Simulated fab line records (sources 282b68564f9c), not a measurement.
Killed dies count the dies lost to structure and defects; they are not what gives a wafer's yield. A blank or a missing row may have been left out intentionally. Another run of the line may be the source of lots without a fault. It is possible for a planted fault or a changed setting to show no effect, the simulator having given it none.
Problem report in the 8D (eight disciplines) form, filled by code -- flow rit_cmos -- the parts of the form that need people (team, actions taken, sign-off) are left out

== 1. THE ISSUE ==
Mean of run_length_s at RIT_GATE_ETCH_19: 151.8 s across 3 wafers in 2 lots; on wafers with no fault it is 193.2 s (standard deviation 0.41). That is -99 or more standard deviations from the usual mean.
The step: etches poly-Si in SF6/CHF3/O2, stops on SiO2, time 165 s, target depth 312.5 nm.
Seen first at day 6 21:32 on rie_si-02, wafer L179.1. The record has a number at this step for 40 wafers belonging to 14 lots. Rule for "out" (also "out of limits"): further than 4 standard deviations from the usual mean. The other wafers with a number count as sound.

== 2. WHAT THIS IS AND IS NOT ==
question,is,is not
which readings at this step,"run_length_s, oes_product_au","drypump_motor_current_A, throttle_valve_pct"
which lots,"L179, L181","L160, L161, L162, L163, L165, L166, L167, L171, L173, L174, L177, L182"
which wafers of those lots,"L179.1, L181.1, L181.5",L181.3
read on which tools,rie_si-02,rie_si-01
when,from day 6 21:32,"up to then (33 sound wafers); but 4 sound wafers of L181, L182 came after"

== 3. SUSPECTS, AND WHAT RULES EACH OUT ==
Counting: a tool at a process step up to the reading stays a suspect if it ran every lot that is out. Sound lots after the first of them don't rule it out here, since some wafers of a struck lot are sound.
- rie_si-02 at RIT_GATE_ETCH_19 (etches poly-Si in SF6/CHF3/O2, stops on SiO2, time 165 s, target depth 312.5 nm): kept. Every lot that is out went through it, the first being L179 (day 6 21:32); the last sound lot it ran before that was L177 (day 6 12:58). On those wafers its own readings are out: oes_product_au, run_length_s.
- The sound lot-mates ran in chamber 2 of rie_si-02 at RIT_GATE_ETCH_19, but the wafers that are out ran in chamber 0.
After counting, what remains is rie_si-02 at RIT_GATE_ETCH_19.

== 4. THE CAUSE (what the simulator had put in) ==
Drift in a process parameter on rie_si-02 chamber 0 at RIT_GATE_ETCH_19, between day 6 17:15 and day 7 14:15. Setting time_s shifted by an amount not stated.
The count eliminated every tool but this one.

== 5. THE EFFECT CHAIN, in route order ==
Each row: a reading where the mean over the struck wafers with a number is more than 3 standard deviations away from the usual. Readings are gone through only where the record gives a usual standard deviation; hours: the median, over the lots, of the time from a lot's start at the first step in this table giving one to that lot's start at this step; sigmas: the change measured in usual standard deviations.
hours,step,reading,usual,on struck wafers,change,sigmas
0,RIT_GATE_ETCH_19,oes_product_au,0.838 a.u.,0.993,+0.155,+11
0,RIT_GATE_ETCH_19,run_length_s,193.2 s,151.8,-41.4,-99 or more
20,RIT_M1_PROBE_99,killed_at_front_end,7,262,+256,+85
20,RIT_M1_PROBE_99,killed_dies,7,262,+256,+82
20,RIT_M1_PROBE_99,killed_on_rim,1.8,70.0,+68.2,+49
Process steps it contains:
- RIT_GATE_ETCH_19: etches poly-Si in SF6/CHF3/O2, stops on SiO2, time 165 s, target depth 312.5 nm.
- RIT_M1_PROBE_99

== 6. WHAT WOULD HAVE CAUGHT IT SOONER ==
4 hours passed between the start of the fault at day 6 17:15 and the first reading out of limits in this record, taken at day 6 21:32.
